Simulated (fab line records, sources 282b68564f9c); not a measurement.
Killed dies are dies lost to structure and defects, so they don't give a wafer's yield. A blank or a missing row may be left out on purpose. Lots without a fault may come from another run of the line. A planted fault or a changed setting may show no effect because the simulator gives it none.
fab line records | flow rit_cmos
record lots=13 wafers=39 last_day=7
route steps=202 shown GATE@91
lots that met no fault: from a run of the same line without faults
start_h: hours from the record's first day to the start of the lot's first wafer shown | wait_h: hours since the lot's step before | " the same as in the row above | L1.1+2: a row that stands for several wafers | - no value, or no start given | * or withheld: withheld | < > ~ a bound
route shown NAME@n: a module of which the file shows steps, and the number in the route of the first | usual: mean/standard deviation of fault-free wafers | same: alike in all rows | chamber/n: place in a boat | sites: the reading at each site | _std_site: their standard deviation | _edge_site: outer sites' mean less inner sites' | radius_mm: how far each site lies from the wafer's centre | mask NAME#n: copy n | behind: the tool/chamber that last shaped the wafer | hold: why the lot was held/for how many hours/how that ended | device: the transistor (n, p or np) that didn't switch | end of line: the same wafers' tests at the end of the route | a step without rows: its recipe alone | killed: dies lost to structure and defects at the first sort, not the wafer's yield | map: a wafer's dies, x killed, . not, _ none there
set.NAME: the setting as run; set.NAME@STEP: as run at that earlier step | model.NAME: the simulator's own value behind a step, which no gauge read
steps of the route over a sample of lots; a table a step, a row a wafer
## steps
# step RIT_GATE_DEVELOP_15
# recipe resist=NOVOLAK develop_time_s=50 dev_temp_c=23
# columns lot.wafer tool chamber start_h wait_h
L194.1+3+5 litho_track-01 0 38 -
L195.1+2+4 litho_track-04 0 42 -
L196.2+3+4 litho_track-04 0 47 -
L199.2+3+5 litho_track-02 0 62 -
L200.2+3+4 litho_track-01 0 67 -
L204.2+3+4 litho_track-02 0 86 -
L208.1+4+5 litho_track-02 0 106 -
L210.1+3+5 litho_track-01 0 115 -
L211.1+3+5 litho_track-01 0 120 -
L212.1+4+5 litho_track-04 0 126 -
L213.1+5+6 litho_track-01 0 131 -
L214.2+3+6 litho_track-01 0 136 -
L217.2+4+5 litho_track-04 0 153 -
# step RIT_GATE_CD_MEAS_16
# recipe target_cd_nm=150
# usual cd_nm=150.0/1.9
# columns lot.wafer tool chamber start_h wait_h cd_nm
L194.1 cd_sem-01 - 38.15 - 150.8
L194.3 " - " " 150.0
L194.5 " - " " 149.5
L195.1 cd_sem-02 - 42.63 - 148.2
L195.2 " - " " 150.2
L195.4 " - " " 151.4
L196.2 cd_sem-01 - 47.58 - 150.2
L196.3 " - " " 151.7
L196.4 " - " " 150.3
L199.2 cd_sem-02 - 62.30 - 149.7
L199.3 " - " " 148.3
L199.5 " - " " 148.9
L200.2 cd_sem-02 - 67.51 - 149.2
L200.3 " - " " 148.7
L200.4 " - " " 150.5
L204.2 cd_sem-02 - 86.73 - 152.6
L204.3 " - " " 149.6
L204.4 " - " " 153.4
L208.1 cd_sem-02 - 106.82 - 155.1
L208.4 " - " " 157.0
L208.5 " - " " 154.1
L210.1 cd_sem-01 - 115.89 - 150.7
L210.3 " - " " 153.0
L210.5 " - " " 150.9
L211.1 cd_sem-01 - 120.90 - 150.0
L211.3 " - " " 148.9
L211.5 " - " " 148.0
L212.1 cd_sem-01 - 126.77 - 150.1
L212.4 " - " " 154.2
L212.5 " - " " 153.0
L213.1 cd_sem-02 - 131.77 - 147.4
L213.5 " - " " 147.4
L213.6 " - " " 149.9
L214.2 cd_sem-02 - 137.06 - 150.0
L214.3 " - " " 149.8
L214.6 " - " " 148.4
L217.2 cd_sem-01 - 153.36 - 148.9
L217.4 " - " " 149.4
L217.5 " - " " 149.2
## key
first_sign step=RIT_GATE_CD_MEAS_16 reading=cd_nm direction=up sigmas=2.9 usual=150.0 struck=155.4
effect none on later readings
met_at RIT_GATE_DEVELOP_15
struck_lots L208
tester_left_out L208
onset_between 86 106
fault kind=process_parameter_drift tool=litho_track-02 chamber=- onset_h=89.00 steps=RIT_GATE_DEVELOP_15 channel=develop_time_s offset=* shape=step end_h=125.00 acts_in=* stated=*
# tester_left_out: of these lots the tester's yield and bins aren't shown, on N5 and GAA mostly nor the transistor test; their killed dies are dies lost to structure and defects alone, not to doping, threshold or leakage, so they don't give the yield
